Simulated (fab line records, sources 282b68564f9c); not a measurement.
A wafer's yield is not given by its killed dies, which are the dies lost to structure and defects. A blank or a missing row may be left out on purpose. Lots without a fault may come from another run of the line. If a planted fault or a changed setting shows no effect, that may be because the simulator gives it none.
fab line records	flow rit-cmos
record lots=14	wafers=42	last-day=7
route steps=202 shown NLDD@111 PSD@152 M1@193
lots untouched by any fault: they come from a run of this same line in which no faults occurred
start-h: start of the lot's first displayed wafer, in hours after the record's first day	wait-h: time in hours since the lot's previous step	" as in the row above	L1.1+2: a row that stands for several wafers	- either no value or no given start	* or withheld: withheld	< > ~ a bound
route shown NAME@n: a module of which the file shows steps, and the number in the route of the first	usual: mean and standard deviation over wafers with no fault	same: alike in all rows	chamber/n: place in a boat	sites: the reading at each site	_std_site: how widely they spread, as a standard deviation	_edge_site: mean of outer sites minus mean of inner sites	radius-mm: for every site, how far away it sits from the centre of the wafer	mask NAME#n: copy n	behind: the last tool/chamber to shape the wafer	hold: reason for holding the lot/hours on hold/outcome of the hold	device: whichever transistor did not switch (one of n, p or np)	end of line: the same wafers' tests at the end of the route	a step without rows: its recipe alone	killed: not the wafer's yield, but the dies lost to structure and defects at the first sort	map: dies across one wafer; x = killed, . = not, _ = none there
set.NAME: the setting the step ran with; set.NAME@STEP: the setting that earlier step ran with	model.NAME: the simulator's own value behind a step, which no gauge read
one table for each step of the route and one row for each wafer, over a sample of lots
services: a tool's chamber out of use, with start hour (start-h, from the record's first day; less than 0 if before it), hours out, and reason
## steps
# step RIT_NLDD_IMPLANT_08
# recipe species=P	energy-kev=19.79	dose-cm2=5e+14	tilt-deg=7
# usual dose-ions-cm2=5e+14/5.2e+11	faraday-current-uA=1570/33
lot.wafer	tool	chamber	start-h	wait-h	dose-ions-cm2	faraday-current-uA
L528.2	implanter-01	0	41.90	0.1	5.003e+14	1540
L528.4	"	0	"	"	5.006e+14	1536
L528.6	"	0	"	"	5.001e+14	1604
L534.1	implanter-02	0	72.21	0.1	5.006e+14	1614
L534.4	"	0	"	"	4.999e+14	1550
L534.6	"	0	"	"	4.999e+14	1539
L535.1	implanter-02	0	76.14	0.1	5.006e+14	1493
L535.4	"	0	"	"	5.005e+14	1569
L535.6	"	0	"	"	4.999e+14	1596
L536.2	implanter-03	0	80.87	0.1	5.011e+14	1560
L536.3	"	0	"	"	5.001e+14	1501
L536.5	"	0	"	"	5.001e+14	1583
L539.1	implanter-03	0	97.42	0.1	4.993e+14	1606
L539.2	"	0	"	"	5.004e+14	1553
L539.6	"	0	"	"	5e+14	1504
L540.3	implanter-03	0	102.69	0.1	5e+14	1504
L540.5	"	0	"	"	4.998e+14	1547
L540.6	"	0	"	"	4.997e+14	1516
L541.3	implanter-02	0	106.91	0.1	5.002e+14	1587
L541.4	"	0	"	"	4.995e+14	1529
L541.6	"	0	"	"	4.995e+14	1565
L542.1	implanter-02	0	112.31	0.1	5.001e+14	1521
L542.2	"	0	"	"	4.988e+14	1612
L542.5	"	0	"	"	5e+14	1578
L543.1	implanter-03	0	118.21	0.1	4.995e+14	1564
L543.2	"	0	"	"	4.993e+14	1570
L543.5	"	0	"	"	4.99e+14	1544
L544.1	implanter-01	0	122.03	0.1	4.996e+14	1602
L544.5	"	0	"	"	4.997e+14	1553
L544.6	"	0	"	"	5.003e+14	1544
L548.4	implanter-02	0	142.44	0.1	7.991e+14	2541
L548.5	"	0	"	"	7.998e+14	2489
L548.6	"	0	"	"	7.988e+14	2590
L549.1	implanter-02	0	146.10	0.1	7.995e+14	2556
L549.3	"	0	"	"	8.004e+14	2557
L549.5	"	0	"	"	7.995e+14	2541
L550.2	implanter-01	0	152.11	0.1	4.995e+14	1543
L550.3	"	0	"	"	4.995e+14	1623
L550.5	"	0	"	"	4.993e+14	1484
L551.1	implanter-03	0	155.88	0.1	4.996e+14	1554
L551.3	"	0	"	"	4.997e+14	1605
L551.5	"	0	"	"	5.013e+14	1587
# step RIT_NLDD_TW_MEAS_10
# usual NLDD_TW=2474/20
lot.wafer	tool	chamber	start-h	wait-h	NLDD_TW
L528.2	film-metro-02	-	42.21	0.1	2426
L528.4	"	-	"	"	2437
L528.6	"	-	"	"	2425
L534.1	film-metro-03	-	72.54	0.1	2493
L534.4	"	-	"	"	2504
L534.6	"	-	"	"	2497
L535.1	film-metro-02	-	76.46	0.1	2456
L535.4	"	-	"	"	2455
L535.6	"	-	"	"	2445
L536.2	film-metro-04	-	81.18	0.1	2492
L536.3	"	-	"	"	2498
L536.5	"	-	"	"	2494
L539.1	film-metro-03	-	97.75	0.1	2492
L539.2	"	-	"	"	2512
L539.6	"	-	"	"	2483
L540.3	film-metro-04	-	102.99	0.1	2478
L540.5	"	-	"	"	2476
L540.6	"	-	"	"	2487
L541.3	film-metro-02	-	107.20	0.1	2461
L541.4	"	-	"	"	2438
L541.6	"	-	"	"	2443
L542.1	film-metro-03	-	112.64	0.1	2497
L542.2	"	-	"	"	2497
L542.5	"	-	"	"	2484
L543.1	film-metro-04	-	118.54	0.1	2479
L543.2	"	-	"	"	2478
L543.5	"	-	"	"	2472
L544.1	film-metro-04	-	122.35	0.1	2467
L544.5	"	-	"	"	2484
L544.6	"	-	"	"	2475
L548.4	film-metro-04	-	142.72	0.1	2787
L548.5	"	-	"	"	2779
L548.6	"	-	"	"	2778
L549.1	film-metro-03	-	146.42	0.1	2785
L549.3	"	-	"	"	2788
L549.5	"	-	"	"	2795
L550.2	film-metro-02	-	152.42	0.1	2454
L550.3	"	-	"	"	2459
L550.5	"	-	"	"	2453
L551.1	film-metro-04	-	156.21	0.1	2460
L551.3	"	-	"	"	2471
L551.5	"	-	"	"	2473
# step RIT_PSD_TW_MEAS_10
# usual PSD_TW=3399/28
lot.wafer	tool	chamber	start-h	wait-h	PSD_TW
L528.2	film-metro-04	-	49.25	0.1	3410
L528.4	"	-	"	"	3405
L528.6	"	-	"	"	3406
L534.1	film-metro-04	-	79.29	0.1	3411
L534.4	"	-	"	"	3446
L534.6	"	-	"	"	3430
L535.1	film-metro-02	-	83.37	0.1	3355
L535.4	"	-	"	"	3368
L535.6	"	-	"	"	3349
L536.2	film-metro-02	-	88.60	0.1	3378
L536.3	"	-	"	"	3373
L536.5	"	-	"	"	3379
L539.1	film-metro-03	-	104.97	0.1	3437
L539.2	"	-	"	"	3429
L539.6	"	-	"	"	3423
L540.3	film-metro-02	-	110.19	0.1	3364
L540.5	"	-	"	"	3367
L540.6	"	-	"	"	3372
L541.3	film-metro-04	-	114.45	0.1	3430
L541.4	"	-	"	"	3432
L541.6	"	-	"	"	3413
L542.1	film-metro-02	-	122.64	0.1	3371
L542.2	"	-	"	"	3360
L542.5	"	-	"	"	3365
L543.1	film-metro-04	-	126.83	0.1	3407
L543.2	"	-	"	"	3410
L543.5	"	-	"	"	3425
L544.1	film-metro-04	-	129.28	0.1	3415
L544.5	"	-	"	"	3422
L544.6	"	-	"	"	3414
L548.4	film-metro-02	-	149.74	0.1	3390
L548.5	"	-	"	"	3408
L548.6	"	-	"	"	3398
L549.1	film-metro-02	-	153.69	0.1	3361
L549.3	"	-	"	"	3383
L549.5	"	-	"	"	3391
L550.2	film-metro-04	-	159.30	0.1	3409
L550.3	"	-	"	"	3418
L550.5	"	-	"	"	3428
L551.1	film-metro-02	-	163.21	0.1	3377
L551.3	"	-	"	"	3372
L551.5	"	-	"	"	3378
# step RIT_SDANNEAL_RS_MEAS_07
# recipe thk-meas-gauge=four-point-probe
# usual NLDD_RS=151.7/0.52
lot.wafer	tool	chamber	start-h	wait-h	NLDD_RS[ohm/sq]
L528.2	film-metro-02	-	50.14	0.1	151.8
L528.4	"	-	"	"	152.2
L528.6	"	-	"	"	152.3
L534.1	film-metro-03	-	80.17	0.1	152.2
L534.4	"	-	"	"	151.6
L534.6	"	-	"	"	151.8
L535.1	film-metro-04	-	84.24	0.1	151.4
L535.4	"	-	"	"	151.1
L535.6	"	-	"	"	150.8
L536.2	film-metro-04	-	89.49	0.1	151.8
L536.3	"	-	"	"	151.3
L536.5	"	-	"	"	151.6
L539.1	film-metro-04	-	105.87	0.1	152.0
L539.2	"	-	"	"	151.5
L539.6	"	-	"	"	151.8
L540.3	film-metro-04	-	111.06	0.1	151.4
L540.5	"	-	"	"	152.0
L540.6	"	-	"	"	151.6
L541.3	film-metro-02	-	115.35	0.1	151.6
L541.4	"	-	"	"	151.8
L541.6	"	-	"	"	151.5
L542.1	film-metro-04	-	123.54	0.1	152.7
L542.2	"	-	"	"	152.6
L542.5	"	-	"	"	152.5
L543.1	film-metro-04	-	127.73	0.1	151.9
L543.2	"	-	"	"	151.6
L543.5	"	-	"	"	151.6
L544.1	film-metro-03	-	130.20	0.1	151.9
L544.5	"	-	"	"	152.4
L544.6	"	-	"	"	152.3
L548.4	film-metro-03	-	150.62	0.1	103.9
L548.5	"	-	"	"	104.2
L548.6	"	-	"	"	104.0
L549.1	film-metro-02	-	154.53	0.1	103.4
L549.3	"	-	"	"	103.7
L549.5	"	-	"	"	103.4
L550.2	film-metro-02	-	160.16	0.1	150.7
L550.3	"	-	"	"	150.7
L550.5	"	-	"	"	150.9
L551.1	film-metro-02	-	164.09	0.1	152.6
L551.3	"	-	"	"	152.2
L551.5	"	-	"	"	152.3
# step RIT_M1_CD_MEAS_09
# recipe target-cd-nm=2600
# usual cd-nm=2600.6/2.5
lot.wafer	tool	chamber	start-h	wait-h	cd-nm
L528.2	cd-sem-01	-	54.56	-	2602.0
L528.4	"	-	"	"	2602.3
L528.6	"	-	"	"	2601.7
L534.1	cd-sem-01	-	85.96	-	2596.2
L534.4	"	-	"	"	2595.7
L534.6	"	-	"	"	2595.7
L535.1	cd-sem-02	-	88.98	-	2600.1
L535.4	"	-	"	"	2600.1
L535.6	"	-	"	"	2599.9
L536.2	cd-sem-02	-	93.78	-	2599.5
L536.3	"	-	"	"	2601.0
L536.5	"	-	"	"	2601.0
L539.1	cd-sem-02	-	110.27	-	2600.2
L539.2	"	-	"	"	2601.9
L539.6	"	-	"	"	2601.7
L540.3	cd-sem-02	-	115.48	-	2602.6
L540.5	"	-	"	"	2599.4
L540.6	"	-	"	"	2598.8
L541.3	cd-sem-02	-	119.71	-	2601.7
L541.4	"	-	"	"	2603.1
L541.6	"	-	"	"	2602.5
L542.1	cd-sem-01	-	128.13	-	2600.2
L542.2	"	-	"	"	2599.6
L542.5	"	-	"	"	2600.9
L543.1	cd-sem-02	-	132.11	-	2604.6
L543.2	"	-	"	"	2602.6
L543.5	"	-	"	"	2604.2
L544.1	cd-sem-02	-	134.95	-	2596.4
L544.5	"	-	"	"	2597.3
L544.6	"	-	"	"	2597.0
L548.4	cd-sem-01	-	155.11	-	2599.9
L548.5	"	-	"	"	2599.6
L548.6	"	-	"	"	2598.9
L549.1	cd-sem-02	-	159.02	-	2602.4
L549.3	"	-	"	"	2601.3
L549.5	"	-	"	"	2601.4
L550.2	cd-sem-02	-	164.40	-	2600.6
L550.3	"	-	"	"	2599.3
L550.5	"	-	"	"	2600.4
L551.1	cd-sem-02	-	168.32	-	2602.4
L551.3	"	-	"	"	2603.5
L551.5	"	-	"	"	2605.0
## services
tool	chamber	start-h	hours	kind
implanter-02	-	43.95	1.9	repair
## key
first-sign step=RIT_NLDD_IMPLANT_08	reading=dose-ions-cm2	direction=up	sigmas=99+	usual=5e+14	struck=7.995e+14
effect step=RIT_NLDD_IMPLANT_08	reading=faraday-current-uA	direction=up	sigmas=29	usual=1570	struck=2546
effect step=RIT_NLDD_TW_MEAS_10	reading=NLDD_TW	direction=up	sigmas=16	usual=2474	struck=2785
effect step=RIT_SDANNEAL_RS_MEAS_07	reading=NLDD_RS	direction=down	sigmas=91	usual=151.7	struck=103.8
met-at RIT_NLDD_IMPLANT_08
struck-lots L548,L549
tester-left-out L548,L549
not-acting-at RIT_PSD_TW_MEAS_10,RIT_M1_CD_MEAS_09
onset-between 112.31 142.44
fault kind=process-parameter-drift	tool=implanter-02	chamber=-	onset-h=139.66	steps=RIT_NLDD_IMPLANT_08	channel=dose-cm2	offset=2.9956e+14	shape=step	end-h=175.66	acts-in=these-recipes-only	stated=5e+14
# tester-left-out: of these lots the tester's yield and bins aren't shown, on N5 and GAA mostly nor the transistor test; their killed dies are dies lost to structure and defects alone, not to doping, threshold or leakage, so they don't give the yield
